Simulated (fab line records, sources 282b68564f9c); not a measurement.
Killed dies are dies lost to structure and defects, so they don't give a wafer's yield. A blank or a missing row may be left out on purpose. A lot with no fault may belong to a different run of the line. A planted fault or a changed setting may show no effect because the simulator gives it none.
Struck lot and sound lot, side by side ; flow rit-cmos ; 17 steps out of a route of 202
Sound: wafers L451.1, L451.4, L451.5. Struck: wafers L457.1, L457.3, L457.4. The cause is given at the end.
Each step with rows lists, per side, the tool, then ch with its chambers, then its first start. Under that, the readings that differ: sound wafers ; struck wafers ; difference of the means ; sigmas: that difference in standard deviations of wafers without a fault.
alike: words and numbers the same on both sides, and readings whose means are apart by under 2 such deviations; not compared: readings that were withheld, readings missing a value for some wafer, numbers with overlapping values and no deviation given by the record, and bounds like >300 which may hide the same value.
Wherever a step has rows on one side only, a row that says differs or no value, or a row with sigmas, the two part there. Numbers that don't overlap but have no deviation are shown without sigmas and don't part them. Lack of a reading on every wafer of one side parts them only where that side has two or more wafers.

first, 1 step without rows for these wafers: RIT_PLDD_IMPLANT_08.
RIT_PLDD_STRIP_09: strips in O2, time 180 s.
  sound on plasma-asher-03 ch 0,1, day 2 20:25; struck on plasma-asher-03 ch 0,1, day 4 01:15
  alike: drypump-motor-current-A, rf-refl-power-W
  not compared: rf-hours-counter-h
RIT_PLDD_TW_MEAS_10:
  sound on film-metro-02, day 2 20:36; struck on film-metro-02, day 4 01:26
  alike: PLDD_TW
then, 4 steps without rows for these wafers: RIT_SPACER_CLEAN_00 (cleans in SC1, time 600 s); RIT_SPACER_CLEAN_01 (cleans in dHF, time 30 s); RIT_SPACER_CLEAN_02 (cleans in SC2, time 600 s); RIT_SPACER_CVD_03 (deposits Si3N4 from SiH2Cl2/NH3, target thk 250 nm, time 3300 s).
RIT_SPACER_THK_MEAS_04:
  sound on film-metro-02, day 2 22:56; struck on film-metro-02, day 4 03:46
  alike: SPACER_NITRIDE_THK
RIT_SPACER_ETCHBACK_05: etches Si3N4 in SF6/CHF3, stops on SiO2, target depth 250 nm, time 240 s.
  sound on rie-diel-04 ch 0,1,3, day 2 23:00; struck on rie-diel-04 ch 0,1,3, day 4 03:50
  alike: CHF3_flow_sccm, drypump-motor-current-A, oes-product-au, throttle-valve-pct
  not compared: rf-hours-counter-h
then, 3 steps without rows for these wafers: RIT_NSD_HMDS_00 (prime time 60 s); RIT_NSD_COAT_01 (resist thk 1000 nm); RIT_NSD_SOFTBAKE_02 (time 60 s).
RIT_NSD_EXPOSE_03: exposes mask M9, target cd 40700 nm.
  sound on iline-stepper-01 ch 0, day 2 23:44; struck on iline-stepper-01 ch 0, day 4 04:34
reading;sound;struck;difference;sigmas
model.NSD.overlay-x-nm (nm);-0.8522 -0.8522 -0.8522;417.9 417.9 417.9;+418.8;
  alike: mask
then, 2 steps without rows for these wafers: RIT_NSD_PEB_04; RIT_NSD_DEVELOP_05 (develop time 50 s).
RIT_NSD_OVL_MEAS_06:
  sound on overlay-01, day 3 00:14; struck on overlay-02, day 4 05:10
reading;sound;struck;difference;sigmas
NSD_OVL (nm);1.5 1.2 1.4;420.0 420.3 420.4;+418.9;+99 or more
  not compared: hold
RIT_M1_PROBE_99:
  rows exist in the record for the sound wafers here (prober-02, day 3 10:40), none for the struck ones

WHERE THEY PART
Last at RIT_M1_PROBE_99 as far as this record goes, first at RIT_NSD_OVL_MEAS_06.

WHY: what had been put in by the simulator
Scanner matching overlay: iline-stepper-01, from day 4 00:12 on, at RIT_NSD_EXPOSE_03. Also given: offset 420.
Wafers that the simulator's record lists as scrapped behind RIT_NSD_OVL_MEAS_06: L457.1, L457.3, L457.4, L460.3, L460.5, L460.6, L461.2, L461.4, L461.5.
